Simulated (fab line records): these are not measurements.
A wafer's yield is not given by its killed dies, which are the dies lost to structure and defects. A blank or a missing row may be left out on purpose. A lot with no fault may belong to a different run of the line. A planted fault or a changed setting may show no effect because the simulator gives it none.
Which tool is to blame? | flow rit cmos | 14 lots, 42 wafers sampled, at 3 steps of a route of 202

WHAT THE GAUGES SHOWED, per wafer
RIT_PWELL_OVL_MEAS_06. Usual: PWELL_OVL typically reads 1.2 nm, with standard deviation 1.7.
lot  | measured    | on         | PWELL_OVL (nm) | flag
L621 | day 1 23:38 | overlay-01 | 2.5 0.6 1.9    |
L622 | day 2 04:04 | overlay-02 | 0.9 3.0 1.7    |
L625 | day 2 19:10 | overlay-01 | -0.8 -1.7 -0.7 |
L629 | day 3 14:31 | overlay-02 | 1.8 1.2 1.5    |
L631 | day 4 00:04 | overlay-01 | 2.0 4.0 2.4    |
L633 | day 4 11:16 | overlay-01 | -1.3 -1.0 -1.6 |
L634 | day 4 16:19 | overlay-02 | 2.6 4.0 2.7    |
L635 | day 4 20:01 | overlay-01 | 2.0 2.7 4.0    |
L636 | day 5 00:46 | overlay-01 | 0.0 -1.8 -0.5  |
L637 | day 5 06:18 | overlay-01 | -2.0 0.8 -0.9  |
L638 | day 5 12:11 | overlay-01 | 3.7 2.1 3.1    |
L639 | day 5 16:59 | overlay-02 | -0.1 0.1 1.7   |
L640 | day 5 20:46 | overlay-01 | -0.4 -0.2 -2.1 |
L643 | day 6 12:55 | overlay-02 | -0.9 1.0 1.5   |

RIT_NSD_TW_MEAS_10. Usual: NSD_TW typically reads 3118, with standard deviation 18.
lot  | measured    | on            | NSD_TW         | flag
L621 | day 3 00:38 | film metro-03 | 3109 3088 3109 |
L622 | day 3 04:56 | film metro-01 | 3130 3132 3138 |
L625 | day 3 20:12 | film metro-04 | 3124 3114 3120 |
L629 | day 4 17:53 | film metro-04 | 3116 3095 3105 |
L631 | day 5 01:32 | film metro-04 | 3128 3128 3121 |
L633 | day 5 12:08 | film metro-03 | 3112 3122 3124 |
L634 | day 5 17:56 | film metro-04 | 3133 3131 3108 |
L635 | day 5 21:51 | film metro-01 | 3148 3158 3139 |
L636 | day 6 01:43 | film metro-04 | 3115 3120 3122 |
L637 | day 6 06:57 | film metro-01 | 3133 3141 3124 |
L638 | day 6 13:35 | film metro-04 | 3125 3121 3120 |
L639 | day 6 18:17 | film metro-03 | 3108 3110 3110 |
L640 | day 6 23:53 | film metro-04 | 3117 3111 3109 |
L643 | day 7 14:07 | film metro-03 | 3095 3128 3128 |

WHICH TOOL RAN EACH LOT (tool, then ch and the chambers of the sampled wafers, then the start)
lot  | RIT_PRETRO_COAT_01
L621 | litho track-04 ch 0, day 2 07:45
L622 | litho track-01 ch 0, day 2 11:58
L625 | litho track-03 ch 0, day 3 03:05
L629 | litho track-01 ch 0, day 3 22:34
L631 | litho track-01 ch 0, day 4 08:17
L633 | litho track-03 ch 0, day 4 19:07
L634 | litho track-03 ch 0, day 5 00:20
L635 | litho track-04 ch 0, day 5 03:55
L636 | litho track-03 ch 0, day 5 08:28
L637 | litho track-03 ch 0, day 5 14:11
L638 | litho track-04 ch 0, day 5 20:13
L639 | litho track-03 ch 0, day 6 00:42
L640 | litho track-04 ch 0, day 6 04:30
L643 | litho track-04 ch 0, day 6 21:04
- RIT_PRETRO_COAT_01: resist thk 1300 nm.

AS READ BY THE TOOLS THEMSELVES (means over the sampled wafers that have a number; for cases with no such wafer, the mark the record gives instead)
RIT_PRETRO_COAT_01. Usual: dispense pressure kPa 52.2 kPa, standard deviation 1.5; spin speed rpm 1999.9 rpm, standard deviation 1.4.
lot  | tool           | dispense pressure kPa (kPa) | spin speed rpm (rpm) | flag
L621 | litho track-04 | 49.7                        | 2001.8               |
L622 | litho track-01 | 51.8                        | 2000.4               |
L625 | litho track-03 | 53.6                        | 1998.1               |
L629 | litho track-01 | 51.8                        | 1926.8               | OFF
L631 | litho track-01 | 51.8                        | 1926.7               | OFF
L633 | litho track-03 | 53.6                        | 1999.8               |
L634 | litho track-03 | 53.6                        | 1998.4               |
L635 | litho track-04 | 49.7                        | 2001.0               |
L636 | litho track-03 | 53.6                        | 2000.2               |
L637 | litho track-03 | 53.6                        | 2000.0               |
L638 | litho track-04 | 49.7                        | 1998.7               |
L639 | litho track-03 | 53.6                        | 2000.2               |
L640 | litho track-04 | 49.7                        | 2000.1               |
L643 | litho track-04 | 49.7                        | 2000.3               |

THE ANSWER, worked out from the rows above alone
Rule: a lot counts as off when the mean over its wafers that have a number is more than 3 standard deviations away from the usual mean. Also off: a lot with no number at a reading for which 4 or more lots have one. The other lots that the step has rows for count as sound. Order of review: gauges by route order, followed by the tools' own readings, for which a lot's mean as printed above is used. At the first step where some lot is off, the reading lying furthest off is the one used; lots without a number count as furthest.
Off: L629, L631 (RIT_PRETRO_COAT_01, spin speed rpm).
A tool fits if, at that step or a process step before it, it ran every lot that is off, and no sound lot after the first of them. One fits: RIT_PRETRO_COAT_01 on litho track-01. Its last sound lot is L622 (day 2 11:58), its first lot that is off L629 (day 3 22:34): a fault that began between those two fits.
On the lots that are off, the tool's own readings at RIT_PRETRO_COAT_01 differ by more than 5 times the standard deviation of the sound lots' means, which bears it out; spin speed rpm reads 1926.8 rpm there versus 1999.9 rpm on the sound lots.

WHAT WAS PUT IN BY THE SIMULATOR
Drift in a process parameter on litho track-01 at RIT_PRETRO_COAT_01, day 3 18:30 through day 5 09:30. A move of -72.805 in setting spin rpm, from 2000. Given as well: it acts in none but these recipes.
Shown lots that were struck: L629, L631. The rule above reached the same finding.
